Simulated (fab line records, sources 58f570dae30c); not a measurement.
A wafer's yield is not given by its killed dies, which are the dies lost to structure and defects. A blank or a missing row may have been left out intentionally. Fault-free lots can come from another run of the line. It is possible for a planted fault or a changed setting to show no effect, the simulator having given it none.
fab line records	flow berkeley-cmos170
record: lots: 6	wafers: 18	last-day: 13
route steps=331 shown PLDD@154 NLDD@158 SPACER@171 PSD@175 NSD@187 M3@331
lots that met no fault: taken from a fault-free run of the same line
start-h: hours from the record's opening day to when the first of the lot's shown wafers began	wait-h: how many hours have passed since the lot's step before this one	" same as the row above	L1.1+2: a single row standing in for several wafers	- no value present, or no start provided	* or withheld: withheld	< > ~ a bound
route shown NAME@n: a module of which the file shows steps, and the number in the route of the first	usual: mean and standard deviation over wafers with no fault	same: alike in all rows	chamber/n: place in a boat	sites: per-site readings	_std_site: standard deviation across them	_edge_site: the outer-site mean with the inner-site mean subtracted	radius-mm: how far each site lies from the wafer's centre	mask NAME#n: copy n	behind: the most recent tool/chamber to have shaped the wafer	hold: reason for holding the lot/hours on hold/outcome of the hold	device: which transistor (n, p or np) failed to switch	end of line: tests run on the same wafers once the route is complete	step lacking rows: just its recipe	killed: the dies lost at the first sort to structure and to defects; this is not the yield of the wafer	map: dies across one wafer; x = killed, . = not, _ = none there
set.NAME: the setting as run; set.NAME@STEP: as run at that earlier step	model.NAME: the simulator's own value behind a step, which no gauge read
lots at selected steps of the route; one table per step, one row per wafer
services: the hour from which a tool's chamber was out of use, counted from the record's first day as start-h (under 0 if before that day), plus the number of hours and why
== steps ==
step: UCB170_PLDD_IMPLANT_09
recipe: species: BF2	dose-cm2: 5e+13	energy-kev: 10	tilt-deg: 7	rotation-deg: 180
step: UCB170_PLDD_STRIP_10
recipe: chemistry: O2	power-w: 400	pressure-mtorr: 3500	platen-temp-c: withheld	o2-flow-sccm: 400	overash-fraction: 0.5
usual: drypump-motor-current-A: 5.6/0.34	o2-flow-sccm: 400.0/1.2	oes-product-au: 0.735/0.0037	strip-time-to-endpoint-s: 21.61/0.062
lot.wafer	tool	chamber	start-h	wait-h	drypump-motor-current-A	o2-flow-sccm	oes-product-au	rf-hours-counter-h	strip-time-to-endpoint-s
L986.4	plasma-asher-04	0	160.87	0.1	5.4	400.8	0.736	-	21.67
L986.5	"	0	"	"	5.4	398.3	0.733	-	21.66
L986.6	"	1	"	"	5.3	400.3	0.727	-	21.64
L990.1	plasma-asher-03	1	172.31	0.1	6.1	400.7	0.727	6	21.55
L990.3	"	1	"	"	6.2	399.9	0.740	-	21.60
L990.6	"	0	"	"	5.9	398.0	0.734	-	21.58
L998.2	plasma-asher-01	0	213.82	0.1	5.7	398.5	0.733	42	21.55
L998.4	"	0	"	"	5.7	398.1	0.732	-	21.49
L998.5	"	1	"	"	5.2	398.6	0.741	-	21.56
L103.3	plasma-asher-01	1	244.93	0.1	5.2	401.0	0.736	-	21.60
L103.4	"	0	"	"	5.7	400.1	0.730	-	21.61
L103.5	"	1	"	"	5.2	399.0	0.738	-	21.68
L108.1	plasma-asher-04	0	281.12	0.1	5.4	399.7	0.734	53	21.68
L108.2	"	1	"	"	5.3	399.9	0.732	53	21.68
L108.5	"	0	"	"	5.4	399.6	0.732	-	21.64
L106.2	plasma-asher-04	0	281.26	0.1	5.4	401.8	0.726	53	21.68
L106.4	"	1	"	"	5.3	399.4	0.735	-	21.60
L106.6	"	0	"	"	5.4	402.2	0.737	-	21.62
step: UCB170_PLDD_TW_MEAS_11
usual: PLDD_TW: 1008/8.3
lot.wafer	tool	chamber	start-h	wait-h	PLDD_TW
L986.4	film-metro-03	-	160.96	0.1	1009
L986.5	"	-	"	"	1018
L986.6	"	-	"	"	1022
L990.1	film-metro-02	-	172.41	0.1	1011
L990.3	"	-	"	"	1011
L990.6	"	-	"	"	1010
L998.2	film-metro-01	-	213.93	0.1	1002
L998.4	"	-	"	"	999
L998.5	"	-	"	"	1001
L103.3	film-metro-01	-	245.02	0.1	1000
L103.4	"	-	"	"	992
L103.5	"	-	"	"	990
L108.1	film-metro-02	-	281.22	0.1	1009
L108.2	"	-	"	"	1007
L108.5	"	-	"	"	1008
L106.2	film-metro-03	-	281.37	0.1	1011
L106.4	"	-	"	"	1014
L106.6	"	-	"	"	1012
step: UCB170_PLDD_CLEAN_12
recipe: chemistry: SPM	temp-c: 120	time-s: 600
step: UCB170_NLDD_HMDS_00
recipe: prime-time-s: 60	prime-temp-c: 100
step: UCB170_NLDD_COAT_01
recipe: resist: KrF	spin-rpm: 1500	resist-thk-nm: 900
step: UCB170_NLDD_SOFTBAKE_02
recipe: resist: KrF	temp-c: 130	time-s: 60
step: UCB170_NLDD_EXPOSE_03
recipe: mask-id: NSELECT	na: 0.5	sigma-outer: 0.6	source-shape: conventional	target-cd-nm: 1200	dose-mj: 30
step: UCB170_NLDD_PEB_04
recipe: peb-temp-c: 130	peb-time-s: withheld	resist: KrF
step: UCB170_NLDD_DEVELOP_05
recipe: developer: TMAH	develop-time-s: 45	resist: KrF	dev-temp-c: 21
step: UCB170_NLDD_CD_MEAS_06
recipe: target-cd-nm: 1200
usual: cd-nm: 1200.1/1.8
lot.wafer	tool	chamber	start-h	wait-h	cd-nm
L986.4	cd-sem-01	-	162.32	-	1199.0
L986.5	"	-	"	"	1198.6
L986.6	"	-	"	"	1199.5
L990.1	cd-sem-02	-	174.25	-	1196.3
L990.3	"	-	"	"	1197.2
L990.6	"	-	"	"	1197.3
L998.2	cd-sem-02	-	215.76	-	1203.4
L998.4	"	-	"	"	1204.7
L998.5	"	-	"	"	1204.3
L103.3	cd-sem-02	-	246.72	-	1200.8
L103.4	"	-	"	"	1201.4
L103.5	"	-	"	"	1201.4
L108.1	cd-sem-01	-	283.08	-	1200.8
L108.2	"	-	"	"	1200.6
L108.5	"	-	"	"	1200.7
L106.2	cd-sem-01	-	283.34	-	1200.5
L106.4	"	-	"	"	1201.2
L106.6	"	-	"	"	1198.3
step: UCB170_NLDD_OVL_MEAS_07
usual: NLDD_OVL: 1/6.2
lot.wafer	tool	chamber	start-h	wait-h	NLDD_OVL[nm]
L986.4	overlay-02	-	162.40	0.1	-3
L986.5	"	-	"	"	3
L986.6	"	-	"	"	0
L990.1	overlay-02	-	174.37	0.1	3
L990.3	"	-	"	"	-3
L990.6	"	-	"	"	2
L998.2	overlay-01	-	215.87	0.1	0
L998.4	"	-	"	"	6
L998.5	"	-	"	"	4
L103.3	overlay-02	-	246.81	0.1	-2
L103.4	"	-	"	"	-3
L103.5	"	-	"	"	1
L108.1	overlay-01	-	283.20	0.1	6
L108.2	"	-	"	"	1
L108.5	"	-	"	"	11
L106.2	overlay-01	-	283.44	0.1	1
L106.4	"	-	"	"	1
L106.6	"	-	"	"	19
step: UCB170_NLDD_IMPLANT_08
recipe: species: As	dose-cm2: 5e+13	energy-kev: 30	tilt-deg: 7	rotation-deg: 0
usual: beam-energy-keV: 30.000/0.0089	dose-ions-cm2: 4.999e+13/4.9e+10	faraday-current-uA: 158/3.2
lot.wafer	tool	chamber	start-h	wait-h	beam-energy-keV	dose-ions-cm2	faraday-current-uA
L986.4	implanter-01	0	162.49	0.1	29.987	4.995e+13	160
L986.5	"	0	"	"	29.983	4.998e+13	159
L986.6	"	0	"	"	29.999	4.999e+13	161
L990.1	implanter-04	0	174.40	0.0	30.002	5.003e+13	154
L990.3	"	0	"	"	30.004	4.994e+13	157
L990.6	"	0	"	"	30.003	5e+13	157
L998.2	implanter-01	0	215.92	0.0	30.002	4.16e+13	132
L998.4	"	0	"	"	30.015	4.148e+13	133
L998.5	"	0	"	"	30.010	4.15e+13	129
L103.3	implanter-01	0	246.88	0.1	30.011	4.148e+13	129
L103.4	"	0	"	"	30.001	4.145e+13	136
L103.5	"	0	"	"	29.996	4.142e+13	129
L108.1	implanter-02	0	283.23	0.0	30.000	5.012e+13	154
L108.2	"	0	"	"	29.993	5e+13	163
L108.5	"	0	"	"	30.009	5e+13	153
L106.2	implanter-04	0	283.50	0.0	29.993	5e+13	160
L106.4	"	0	"	"	30.013	5.006e+13	156
L106.6	"	0	"	"	30.007	5.003e+13	154
step: UCB170_NLDD_IMPLANT_09
recipe: species: As	dose-cm2: 5e+13	energy-kev: 30	tilt-deg: 7	rotation-deg: 180
step: UCB170_NLDD_STRIP_10
recipe: chemistry: O2	power-w: 400	pressure-mtorr: 3500	platen-temp-c: withheld	o2-flow-sccm: 400	overash-fraction: 0.5
usual: drypump-motor-current-A: 6.1/0.47	o2-flow-sccm: 399.9/1.1	oes-product-au: 0.734/0.0053	strip-time-to-endpoint-s: 21.61/0.058
lot.wafer	tool	chamber	start-h	wait-h	drypump-motor-current-A	o2-flow-sccm	oes-product-au	rf-hours-counter-h	strip-time-to-endpoint-s
L986.4	plasma-asher-01	0	162.75	0.1	5.7	400.4	0.730	-	21.62
L986.5	"	1	"	"	5.2	400.6	0.739	-	21.65
L986.6	"	0	"	"	5.7	400.6	0.737	-	21.64
L990.1	plasma-asher-01	1	174.70	0.1	5.2	401.3	0.736	38	21.48
L990.3	"	1	"	"	5.2	401.9	0.733	-	21.55
L990.6	"	1	"	"	5.2	400.7	0.739	-	21.49
L998.2	plasma-asher-02	0	216.20	0.1	6.7	400.1	0.735	50	21.61
L998.4	"	1	"	"	6.1	400.3	0.731	-	21.64
L998.5	"	0	"	"	6.7	400.5	0.724	-	21.65
L103.3	plasma-asher-02	1	247.17	0.1	6.1	399.3	0.737	-	21.57
L103.4	"	0	"	"	6.7	399.9	0.726	-	21.69
L103.5	"	0	"	"	6.7	399.0	0.731	-	21.66
L108.1	plasma-asher-03	1	283.53	0.1	6.2	400.5	0.738	17	21.56
L108.2	"	0	"	"	5.9	399.5	0.727	17	21.59
L108.5	"	0	"	"	5.9	396.8	0.740	-	21.64
L106.2	plasma-asher-03	1	283.77	0.1	6.2	399.3	0.736	18	21.72
L106.4	"	0	"	"	5.9	401.8	0.732	-	21.63
L106.6	"	0	"	"	5.8	402.0	0.732	-	21.68
step: UCB170_NLDD_TW_MEAS_11
usual: NLDD_TW: 2212/16
lot.wafer	tool	chamber	start-h	wait-h	NLDD_TW
L986.4	film-metro-01	-	162.85	0.1	2184
L986.5	"	-	"	"	2178
L986.6	"	-	"	"	2175
L990.1	film-metro-02	-	174.80	0.1	2210
L990.3	"	-	"	"	2218
L990.6	"	-	"	"	2211
L998.2	film-metro-03	-	216.31	0.1	2164
L998.4	"	-	"	"	2177
L998.5	"	-	"	"	2176
L103.3	film-metro-02	-	247.25	0.1	2156
L103.4	"	-	"	"	2167
L103.5	"	-	"	"	2170
L108.1	film-metro-02	-	283.63	0.1	2218
L108.2	"	-	"	"	2209
L108.5	"	-	"	"	2214
L106.2	film-metro-03	-	283.88	0.1	2232
L106.4	"	-	"	"	2230
L106.6	"	-	"	"	2223
step: UCB170_NLDD_CLEAN_12
recipe: chemistry: SPM	temp-c: 120	time-s: 600
step: UCB170_SPACER_CVD_00
recipe: material: SiO2	target-thk-nm: 376	temp-c: 390	precursor: TEOS/O2	time-s: 47	rf-w: 550	pressure-mtorr: 9000
usual: heater-power-w: 258/56
lot.wafer	tool	chamber	start-h	wait-h	heater-power-w
L986.4	pecvd-01	1	163.07	0.0	315
L986.5	"	0	"	"	319
L986.6	"	2	"	"	246
L990.1	pecvd-01	0	175.10	0.0	310
L990.3	"	1	"	"	385
L990.6	"	1	"	"	391
L998.2	pecvd-02	1	216.53	0.0	165
L998.4	"	0	"	"	208
L998.5	"	2	"	"	187
L103.3	pecvd-02	1	247.47	0.0	212
L103.4	"	1	"	"	226
L103.5	"	0	"	"	256
L108.1	pecvd-02	0	284.07	0.0	267
L108.2	"	1	"	"	176
L108.5	"	1	"	"	194
L106.2	pecvd-01	1	284.64	0.0	354
L106.4	"	0	"	"	318
L106.6	"	2	"	"	238
step: UCB170_SPACER_THK_MEAS_01
recipe: reads: SiO2_of_SPACER_CVD_00
usual: SPACER_TEOS_THK: 376/5.4
lot.wafer	tool	chamber	start-h	wait-h	SPACER_TEOS_THK[nm]
L986.4	film-metro-03	-	163.12	0.0	375
L986.5	"	-	"	"	378
L986.6	"	-	"	"	379
L990.1	film-metro-01	-	175.14	0.0	374
L990.3	"	-	"	"	371
L990.6	"	-	"	"	376
L998.2	film-metro-03	-	216.59	0.0	377
L998.4	"	-	"	"	390
L998.5	"	-	"	"	383
L103.3	film-metro-04	-	247.53	0.0	374
L103.4	"	-	"	"	380
L103.5	"	-	"	"	384
L108.1	film-metro-01	-	284.17	0.1	371
L108.2	"	-	"	"	368
L108.5	"	-	"	"	372
L106.2	film-metro-03	-	284.69	0.0	374
L106.4	"	-	"	"	378
L106.6	"	-	"	"	384
step: UCB170_SPACER_ANNEAL_02
recipe: temp-c: 900	time-s: 1800	ambient: N2
step: UCB170_SPACER_ETCHBACK_03
recipe: stop-on: Si	target: SiO2	chemistry: CHF3/CF4/Ar	CHF3_flow_sccm: 50	cf4-flow-sccm: 10	Ar_flow_sccm: 120	pressure-mtorr: 200	rf-w: 500	target-depth-a: 3760	time-s: 100
usual: cf4-flow-sccm: 9.999/0.026	drypump-motor-current-A: 5.6/0.55	mfc-ar-sccm: 120.0/0.42	oes-product-au: 0.904/0.015	throttle-valve-pct: 6.47/0.11
lot.wafer	tool	chamber	start-h	wait-h	cf4-flow-sccm	drypump-motor-current-A	mfc-ar-sccm	oes-product-au	rf-hours-counter-h	throttle-valve-pct
L986.4	rie-diel-02	1	168.74	0.0	9.996	5.0	119.7	0.896	61	6.43
L986.5	"	2	"	"	10.008	5.1	119.5	0.903	-	6.53
L986.6	"	1	"	"	10.038	5.0	120.3	0.909	-	6.42
L990.1	rie-diel-03	3	182.50	0.0	10.029	6.4	119.8	0.901	52	6.51
L990.3	"	0	"	"	9.995	4.7	119.2	0.893	114	6.62
L990.6	"	0	"	"	10.011	4.7	119.2	0.915	-	6.60
L998.2	rie-diel-03	3	223.07	0.0	10.018	6.4	120.5	0.904	54	6.48
L998.4	"	1	"	"	10.009	5.2	120.1	0.935	10	6.49
L998.5	"	3	"	"	10.037	6.4	120.2	0.918	-	6.49
L103.3	rie-diel-03	2	254.36	0.0	10.002	6.1	119.6	0.904	31	6.50
L103.4	"	3	"	"	10.045	6.4	119.7	0.911	55	6.49
L103.5	"	3	"	"	10.055	6.4	119.8	0.915	-	6.48
L106.2	rie-diel-02	1	288.11	0.0	9.982	5.0	120.3	0.899	67	6.43
L106.4	"	2	"	"	9.994	5.1	119.6	0.908	21	6.52
L106.6	"	1	"	"	10.011	5.0	120.4	0.918	-	6.43
L108.1	rie-diel-04	3	288.11	0.0	10.001	6.3	120.0	0.887	21	6.46
L108.2	"	1	"	"	9.991	4.9	120.5	0.883	39	6.29
L108.5	"	1	"	"	10.007	5.0	120.2	0.892	-	6.26
step: UCB170_PSD_HMDS_00
recipe: prime-time-s: 60	prime-temp-c: 100
step: UCB170_PSD_COAT_01
recipe: resist: KrF	spin-rpm: 1500	resist-thk-nm: 900
step: UCB170_PSD_SOFTBAKE_02
recipe: resist: KrF	temp-c: 130	time-s: 60
step: UCB170_PSD_EXPOSE_03
recipe: mask-id: PSELECT_MOD	na: 0.5	sigma-outer: 0.6	source-shape: conventional	target-cd-nm: 1200	dose-mj: 30
step: UCB170_PSD_PEB_04
recipe: peb-temp-c: 130	peb-time-s: withheld	resist: KrF
step: UCB170_PSD_DEVELOP_05
recipe: developer: TMAH	develop-time-s: 45	resist: KrF	dev-temp-c: 21
step: UCB170_PSD_CD_MEAS_06
recipe: target-cd-nm: 1200
usual: cd-nm: 1199.8/1.3
lot.wafer	tool	chamber	start-h	wait-h	cd-nm
L986.4	cd-sem-02	-	170.05	-	1198.8
L986.5	"	-	"	"	1198.4
L986.6	"	-	"	"	1199.1
L990.1	cd-sem-02	-	184.19	-	1200.9
L990.3	"	-	"	"	1200.0
L990.6	"	-	"	"	1200.3
L998.2	cd-sem-01	-	224.48	-	1200.0
L998.4	"	-	"	"	1200.0
L998.5	"	-	"	"	1200.3
L103.3	cd-sem-02	-	255.44	-	1199.5
L103.4	"	-	"	"	1201.1
L103.5	"	-	"	"	1198.5
L108.1	cd-sem-02	-	289.48	-	1202.2
L108.2	"	-	"	"	1200.8
L108.5	"	-	"	"	1200.6
L106.2	cd-sem-02	-	289.67	-	1200.0
L106.4	"	-	"	"	1198.5
L106.6	"	-	"	"	1199.9
step: UCB170_PSD_OVL_MEAS_07
usual: PSD_OVL: -4/6.5
lot.wafer	tool	chamber	start-h	wait-h	PSD_OVL[nm]
L986.4	overlay-02	-	170.13	0.1	2
L986.5	"	-	"	"	2
L986.6	"	-	"	"	0
L990.1	overlay-02	-	184.31	0.1	-13
L990.3	"	-	"	"	-11
L990.6	"	-	"	"	-7
L998.2	overlay-02	-	224.59	0.1	7
L998.4	"	-	"	"	2
L998.5	"	-	"	"	-7
L103.3	overlay-01	-	255.53	0.1	-8
L103.4	"	-	"	"	-6
L103.5	"	-	"	"	-9
L108.1	overlay-01	-	289.60	0.1	0
L108.2	"	-	"	"	3
L108.5	"	-	"	"	0
L106.2	overlay-02	-	289.78	0.1	-6
L106.4	"	-	"	"	-2
L106.6	"	-	"	"	-3
step: UCB170_PSD_IMPLANT_08
recipe: species: B	dose-cm2: 3e+15	energy-kev: 20	tilt-deg: 7
step: UCB170_PSD_STRIP_09
recipe: chemistry: O2	power-w: 400	pressure-mtorr: 3500	platen-temp-c: withheld	o2-flow-sccm: 400	overash-fraction: 0.5
usual: drypump-motor-current-A: 6.0/0.48	o2-flow-sccm: 400.1/1.3	oes-product-au: 0.599/0.0046	strip-time-to-endpoint-s: 29.39/0.085
lot.wafer	tool	chamber	start-h	wait-h	drypump-motor-current-A	o2-flow-sccm	oes-product-au	rf-hours-counter-h	strip-time-to-endpoint-s
L986.4	plasma-asher-03	1	170.33	0.1	6.1	400.6	0.591	-	29.40
L986.5	"	0	"	"	5.9	401.0	0.599	-	29.44
L986.6	"	1	"	"	6.2	400.1	0.594	-	29.33
L990.1	plasma-asher-02	1	184.49	0.1	6.1	399.9	0.608	47	29.26
L990.3	"	0	"	"	6.8	399.3	0.600	-	29.36
L990.6	"	1	"	"	6.1	400.2	0.602	-	29.43
L998.2	plasma-asher-04	1	224.77	0.1	5.3	397.6	0.593	48	29.36
L998.4	"	0	"	"	5.4	397.8	0.598	-	29.33
L998.5	"	1	"	"	5.3	399.5	0.602	-	29.41
L103.3	plasma-asher-03	1	255.74	0.1	6.2	399.9	0.603	-	29.47
L103.4	"	0	"	"	5.9	400.4	0.602	-	29.43
L103.5	"	0	"	"	5.9	398.2	0.607	-	29.52
L108.1	plasma-asher-04	0	289.78	0.1	5.4	401.1	0.603	54	29.30
L108.2	"	1	"	"	5.3	400.9	0.599	54	29.22
L108.5	"	0	"	"	5.4	402.0	0.596	-	29.25
L106.2	plasma-asher-02	0	289.96	0.1	6.7	399.0	0.599	58	29.41
L106.4	"	0	"	"	6.7	398.3	0.605	-	29.42
L106.6	"	1	"	"	6.1	399.8	0.594	-	29.40
step: UCB170_PSD_TW_MEAS_10
usual: PSD_TW: 2324/15
lot.wafer	tool	chamber	start-h	wait-h	PSD_TW
L986.4	film-metro-01	-	170.42	0.1	2304
L986.5	"	-	"	"	2306
L986.6	"	-	"	"	2305
L990.1	film-metro-02	-	184.59	0.1	2317
L990.3	"	-	"	"	2321
L990.6	"	-	"	"	2329
L998.2	film-metro-01	-	224.88	0.1	2299
L998.4	"	-	"	"	2306
L998.5	"	-	"	"	2297
L103.3	film-metro-02	-	255.83	0.1	2338
L103.4	"	-	"	"	2337
L103.5	"	-	"	"	2322
L108.1	film-metro-02	-	289.88	0.1	2323
L108.2	"	-	"	"	2333
L108.5	"	-	"	"	2347
L106.2	film-metro-01	-	290.07	0.1	2312
L106.4	"	-	"	"	2313
L106.6	"	-	"	"	2309
step: UCB170_PSD_CLEAN_11
recipe: chemistry: SPM	temp-c: 120	time-s: 600
step: UCB170_NSD_HMDS_00
recipe: prime-time-s: 60	prime-temp-c: 100
step: UCB170_NSD_COAT_01
recipe: resist: KrF	spin-rpm: 1500	resist-thk-nm: 900
step: UCB170_NSD_SOFTBAKE_02
recipe: resist: KrF	temp-c: 130	time-s: 60
step: UCB170_NSD_EXPOSE_03
recipe: mask-id: NSELECT_MOD	na: 0.5	sigma-outer: 0.6	source-shape: conventional	target-cd-nm: 1200	dose-mj: 30
step: UCB170_NSD_PEB_04
recipe: peb-temp-c: 130	peb-time-s: withheld	resist: KrF
step: UCB170_NSD_DEVELOP_05
recipe: developer: TMAH	develop-time-s: 45	resist: KrF	dev-temp-c: 21
step: UCB170_NSD_CD_MEAS_06
recipe: target-cd-nm: 1200
usual: cd-nm: 1200.0/1.3
lot.wafer	tool	chamber	start-h	wait-h	cd-nm
L986.4	cd-sem-02	-	172.58	-	1199.5
L986.5	"	-	"	"	1198.3
L986.6	"	-	"	"	1199.2
L990.1	cd-sem-02	-	186.40	-	1200.2
L990.3	"	-	"	"	1200.5
L990.6	"	-	"	"	1200.7
L998.2	cd-sem-02	-	229.66	-	1199.7
L998.4	"	-	"	"	1199.5
L998.5	"	-	"	"	1200.1
L103.3	cd-sem-01	-	258.38	-	1198.4
L103.4	"	-	"	"	1196.7
L103.5	"	-	"	"	1197.1
L108.1	cd-sem-02	-	291.38	-	1202.4
L108.2	"	-	"	"	1201.7
L108.5	"	-	"	"	1202.0
L106.2	cd-sem-02	-	291.85	-	1199.2
L106.4	"	-	"	"	1198.6
L106.6	"	-	"	"	1198.8
step: UCB170_NSD_OVL_MEAS_07
usual: NSD_OVL: -1/6.1
lot.wafer	tool	chamber	start-h	wait-h	NSD_OVL[nm]
L986.4	overlay-02	-	172.66	0.1	1
L986.5	"	-	"	"	2
L986.6	"	-	"	"	5
L990.1	overlay-01	-	186.52	0.1	-9
L990.3	"	-	"	"	-7
L990.6	"	-	"	"	0
L998.2	overlay-01	-	229.76	0.1	-2
L998.4	"	-	"	"	-7
L998.5	"	-	"	"	1
L103.3	overlay-01	-	258.47	0.1	7
L103.4	"	-	"	"	4
L103.5	"	-	"	"	-2
L108.1	overlay-02	-	291.50	0.1	2
L108.2	"	-	"	"	3
L108.5	"	-	"	"	7
L106.2	overlay-01	-	291.95	0.1	-2
L106.4	"	-	"	"	-5
L106.6	"	-	"	"	-2
step: UCB170_NSD_IMPLANT_08
recipe: species: P	dose-cm2: 3e+15	energy-kev: 40	tilt-deg: 7
step: UCB170_SDANNEAL_RS_MEAS_05
recipe: thk-meas-gauge: four-point-probe
usual: NLDD_RS: 617.0/1.7
lot.wafer	tool	chamber	start-h	wait-h	NLDD_RS[ohm/sq]
L986.4	film-metro-03	-	174.80	0.1	618.4
L986.5	"	-	"	"	618.2
L986.6	"	-	"	"	616.7
L990.1	film-metro-02	-	188.57	0.1	615.3
L990.3	"	-	"	"	617.5
L990.6	"	-	"	"	616.5
L998.2	film-metro-01	-	231.74	0.1	656.3
L998.4	"	-	"	"	655.4
L998.5	"	-	"	"	658.2
L103.3	film-metro-02	-	260.55	0.1	655.5
L103.4	"	-	"	"	654.2
L103.5	"	-	"	"	655.7
L108.1	film-metro-01	-	293.61	0.1	616.6
L108.2	"	-	"	"	616.8
L108.5	"	-	"	"	617.2
L106.2	film-metro-03	-	293.81	0.1	615.9
L106.4	"	-	"	"	617.0
L106.6	"	-	"	"	614.6
step: UCB170_M3_PROBE_99
lot.wafer	tool	chamber	start-h	wait-h	model.etest.nldd.line-ohm-um	model.etest.nldd.rs-ohm-sq
L986.4	prober-01	-	197.77	0.2	1215	766.5
L986.5	prober-01	-	197.82	0.2	1168	765
L986.6	prober-01	-	197.87	0.2	1179	763.6
L990.1	prober-02	-	208.29	0.1	1182	769.9
L990.3	prober-02	-	208.39	0.2	1221	772.6
L990.6	prober-02	-	208.54	0.2	1202	773.7
L998.2	prober-02	-	251.35	0.1	1350	833.3
L998.4	prober-02	-	251.45	0.2	1363	828.5
L998.5	prober-02	-	251.50	0.2	1303	835.8
L103.3	prober-02	-	284.69	0.2	1411	845.6
L103.4	prober-02	-	284.74	0.2	1381	839.5
L103.5	prober-02	-	284.79	0.2	1420	840.7
L108.1	prober-01	-	314.91	0.1	1265	763.9
L108.2	prober-01	-	314.96	0.1	1261	762.2
L108.5	prober-01	-	315.11	0.2	1265	765.6
L106.2	prober-02	-	317.86	0.1	1218	774.7
L106.4	prober-02	-	317.96	0.2	1196	770.8
L106.6	prober-02	-	318.06	0.2	1253	768.9
killed by level:class
L986.4 FIELD:geometric-particle:open=1 SPACER:geometric-particle:short=1 V2:geometric-particle:open=1
L986.6 SILICIDE:geometric-particle:short=1
L990.1 START:geometric-particle:open=1 GATE:geometric-particle:short=1
L990.3 SACOX:geometric-particle:short=1 GATE:geometric-particle:open=1 SILICIDE:geometric-particle:open=1 V1:geometric-particle:open=1
L990.6 FIELD:geometric-particle:short=1
L998.2 GATE:geometric-particle:open=1 SILICIDE:geometric-particle:short=1 SILICIDE:geometric-particle:open=1 CONTACT:geometric-particle:short=1 V1:geometric-particle:short=1 V2:geometric-particle:open=1
L998.4 GATE:geometric-particle:short=2 SCREENOX:geometric-particle:open=1 SILICIDE:geometric-particle:open=1 M2:geometric-particle:open=1 M3:geometric-particle:short=1 ACTIVE:area-etch=1 SPACER:area-etchback=1
L998.5 GATE:geometric-particle:open=1 GATE:geometric-particle:short=1 SILICIDE:geometric-particle:short=1 V2:geometric-particle:open=1
L108.1 CONTACT:geometric-particle:short=1 V1:geometric-particle:short=1 V2:geometric-particle:open=1
L108.2 GATE:geometric-particle:open=3 M1:geometric-particle:open=1 M3:geometric-particle:short=1
L108.5 WELLDRIVE:geometric-particle:short=1 GATE:geometric-particle:open=1 SPACER:geometric-particle:open=1
L106.4 START:geometric-particle:short=1 WELLDRIVE:geometric-particle:open=1 GATE:geometric-particle:short=1
== services ==
tool	chamber	start-h	hours	kind
rie-diel-04	1	136.98	13.0	repair
implanter-02	-	151.00	3.6	repair
implanter-04	-	152.62	2.8	repair
implanter-01	-	156.02	4.7	pm
implanter-02	-	158.11	6.0	repair
pecvd-02	-	163.29	0.8	repair
rie-diel-03	-	190.23	2.0	repair
pecvd-01	-	202.83	2.8	pm
rie-diel-04	3	204.72	4.5	repair
rie-diel-02	2	205.61	3.8	repair
implanter-01	-	222.46	12.3	repair
rie-diel-04	0	223.10	10.7	repair
implanter-01	-	225.94	1.0	repair
implanter-01	-	232.53	1.9	repair
rie-diel-03	-	239.31	0.2	repair
rie-diel-04	-	239.83	15.6	pm
pecvd-01	-	242.50	14.0	pm
implanter-02	-	253.89	1.1	repair
plasma-asher-04	-	257.70	1.3	repair
rie-diel-02	1	260.36	2.8	repair
pecvd-01	0	262.46	2.8	repair
rie-diel-03	-	269.70	0.4	repair
pecvd-02	-	270.60	1.4	repair
rie-diel-02	3	272.13	3.3	repair
== key ==
first-sign: step: UCB170_NLDD_IMPLANT_08	reading: dose-ions-cm2	direction: down	sigmas: 99+	usual: 4.999e+13	struck: 4.149e+13
effect: step: UCB170_NLDD_IMPLANT_08	reading: faraday-current-uA	direction: down	sigmas: 8.5	usual: 158	struck: 131
effect: step: UCB170_NLDD_TW_MEAS_11	reading: NLDD_TW	direction: down	sigmas: 2.7	usual: 2212	struck: 2169
effect: step: UCB170_SDANNEAL_RS_MEAS_05	reading: NLDD_RS	direction: up	sigmas: 23	usual: 617.0	struck: 655.9
model-effect: step: UCB170_M3_PROBE_99	value: etest.nldd.line-ohm-um	without: 1275	struck: 1371
met-at UCB170_NLDD_IMPLANT_08
struck-wafers L998.2,L998.4,L998.5,L103.3,L103.4,L103.5
sort-left-out L103.3,L103.4,L103.5
tester-left-out L998,L103
onset-between 162.49 215.92
fault: kind: process-parameter-drift	tool: implanter-01	chamber: -	onset-h: 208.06	steps: UCB170_NLDD_IMPLANT_08	channel: dose-cm2	offset: -8.5e+12	shape: step	end-h: 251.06	acts-in: these-recipes-only	stated: 5e+13
tester-left-out: of these lots the tester's yield and bins aren't shown, on N5 and GAA mostly nor the transistor test; their killed dies are dies lost to structure and defects alone, not to doping, threshold or leakage, so they don't give the yield
sort-left-out: the simulated sort isn't trusted on such a fault, so these wafers' sort isn't shown, and their yield isn't known
